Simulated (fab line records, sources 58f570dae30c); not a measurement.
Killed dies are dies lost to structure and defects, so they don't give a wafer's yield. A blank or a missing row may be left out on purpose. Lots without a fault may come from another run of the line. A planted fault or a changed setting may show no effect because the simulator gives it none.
A struck lot beside a sound one | flow berkeley_cmos170 | 18 steps out of a route of 331
Sound: wafers L894.3, L894.4, L894.5. Struck: wafers L902.4, L902.5, L902.6. The cause comes at the end.
At each step with rows: each side's tool, then ch and its chambers, then its first start. Under that, the readings that differ: sound wafers | struck wafers | difference of the means | sigmas: that difference in standard deviations of wafers without a fault.
alike: readings whose means differ by less than 2 such deviations, and words and numbers that are the same on both sides. not compared: withheld readings, readings that some wafer has no value for, bounds like >300 that may hide the same value, and numbers for which the record gives no deviation and whose values overlap.
The two part at a step that has a row with sigmas, a row that says differs or no value, or rows on one side only. Numbers that don't overlap but have no deviation are shown without sigmas and don't part them. A reading that every wafer of one side lacks parts them only if that side has two wafers or more.

first, 4 steps without rows for these wafers: UCB170_NVT_SOFTBAKE_02 (time 60 s); UCB170_NVT_EXPOSE_03 (exposes mask PWELL, target cd 3000 nm); UCB170_NVT_PEB_04; UCB170_NVT_DEVELOP_05 (develop time 45 s).
UCB170_NVT_OVL_MEAS_06:
  sound on overlay-02, day 6 10:17; struck on overlay-02, day 7 16:42
  alike: NVT_OVL
then, 1 step without rows for these wafers: UCB170_NVT_IMPLANT_07.
UCB170_NVT_STRIP_08: strips in O2.
  sound on plasma_asher-02 ch 0,1, day 6 10:29; struck on plasma_asher-03 ch 0,1, day 7 16:55
  alike: drypump_motor_current_A, oes_product_au, strip_time_to_endpoint_s
  not compared: rf_hours_counter_h
UCB170_NVT_TW_MEAS_09:
  sound on film_metro-03, day 6 10:35; struck on film_metro-03, day 7 17:00
  alike: NVT_TW
then, 4 steps without rows for these wafers: UCB170_NVT_CLEAN_10 (cleans in SPM, time 600 s); UCB170_PVT_HMDS_00 (prime time 60 s); UCB170_PVT_COAT_01 (resist thk 900 nm); UCB170_PVT_SOFTBAKE_02 (time 60 s).
UCB170_PVT_EXPOSE_03: exposes mask NWELL, target cd 3000 nm.
  sound on krf_scanner-02 ch 0, day 6 11:58; struck on krf_scanner-01 ch 0, day 7 20:07
  reading                     | sound                | struck            | difference | sigmas
  model.PVT.overlay_x_nm (nm) | -1.243 -1.243 -1.243 | 756.9 756.9 756.9 | +758.1     |
  alike: mask
then, 2 steps without rows for these wafers: UCB170_PVT_PEB_04; UCB170_PVT_DEVELOP_05 (develop time 45 s).
UCB170_PVT_OVL_MEAS_06:
  sound on overlay-02, day 6 12:38; struck on overlay-01, day 7 20:48
  reading      | sound   | struck      | difference | sigmas
  PVT_OVL (nm) | 8 -3 -6 | 760 765 760 | +762       | +99 or more
then, 1 step without rows for these wafers: UCB170_PVT_IMPLANT_07.
UCB170_M3_PROBE_99:
  the record has rows for the sound wafers here (prober-01, day 8 20:53) and none for the struck ones

WHERE THEY PART
First at UCB170_PVT_OVL_MEAS_06; last, within this record, at UCB170_M3_PROBE_99.

WHY: what the simulator had put in
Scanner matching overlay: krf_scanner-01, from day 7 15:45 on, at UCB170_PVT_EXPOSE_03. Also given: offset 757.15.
